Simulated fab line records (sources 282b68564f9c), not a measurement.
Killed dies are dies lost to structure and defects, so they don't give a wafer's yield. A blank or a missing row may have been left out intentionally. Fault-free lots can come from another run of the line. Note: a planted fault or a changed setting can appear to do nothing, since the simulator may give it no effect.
Comparing a struck lot with a sound one	flow rit-cmos	14 out of 202 route steps
Sound: these wafers, L745.2, L745.3, L745.4. Struck: wafers L753.1, L753.4, L753.6. The cause comes at the end.
Order at every step that has rows: each side's tool, ch and its chambers, its first start. Under that, the readings that differ: sound wafers	struck wafers	difference of the means	sigmas: that difference in standard deviations of wafers without a fault.
alike: readings with means less than 2 such deviations apart, plus words and numbers identical on both sides. not compared: withheld readings, readings lacking a value on some wafer, bounds such as >300 that could conceal the same value, and numbers that have no deviation in the record and whose values overlap.
The two part at a step that has a row with sigmas, a row that says differs or no value, or rows on one side only. Numbers that have no deviation but don't overlap get no sigmas and don't part them. Lack of a reading on every wafer of one side parts them only where that side has two or more wafers.

first, 1 step without rows for these wafers: RIT_NRETRO_IMPLANT_08.
RIT_NRETRO_STRIP_09: strips in O2, time 180 s.
  sound on plasma-asher-03 ch 0,1, day 3 07:14; struck on plasma-asher-04 ch 0,1, day 4 23:08
  alike: drypump-motor-current-A, run-length-s
  not compared: rf-hours-counter-h
RIT_NRETRO_TW_MEAS_10:
  sound on film-metro-03 at day 3 07:25; struck on film-metro-02 at day 4 23:19
  alike: NRETRO_TW
then, 6 steps without rows for these wafers: RIT_PRETRO_HMDS_00 (prime time 60 s); RIT_PRETRO_COAT_01 (resist thk 1300 nm); RIT_PRETRO_SOFTBAKE_02 (time 60 s); RIT_PRETRO_EXPOSE_03 (exposes mask M5, target cd 43700 nm); RIT_PRETRO_PEB_04; RIT_PRETRO_DEVELOP_05 (develop time 68 s).
RIT_PRETRO_OVL_MEAS_06:
  sound on overlay-01 at day 3 08:22; struck on overlay-02 at day 5 00:15
  alike: PRETRO_OVL
then, 2 steps without rows for these wafers: RIT_PRETRO_HARDBAKE_07 (time 120 s); RIT_PRETRO_IMPLANT_08.
RIT_PRETRO_STRIP_09: strips in O2, time 180 s.
  sound on plasma-asher-03 ch 0,1, day 3 08:47; struck on plasma-asher-03 ch 1, day 5 00:41
reading	sound	struck	difference	sigmas
run-length-s (s)	208.3 208.6 208.5	27.9 27.3 27.4	-180.9	-99 or more
model.NOVOLAK_of_PRETRO_COAT_01.thk-nm (nm)	0 0 0	677.8 676.9 679.2	+678.0	
  alike: drypump-motor-current-A
  not compared: rf-hours-counter-h
RIT_PRETRO_TW_MEAS_10:
  sound on film-metro-04 at day 3 08:58; struck on film-metro-01 at day 5 00:52
  alike: PRETRO_TW

WHERE THEY PART
Only at RIT_PRETRO_STRIP_09, within this record. Later steps at which nothing parts them and some readings are alike: RIT_PRETRO_TW_MEAS_10.

WHY: whatever the simulator had introduced
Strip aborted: plasma-asher-03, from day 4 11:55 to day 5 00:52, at RIT_PRETRO_STRIP_09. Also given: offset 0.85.
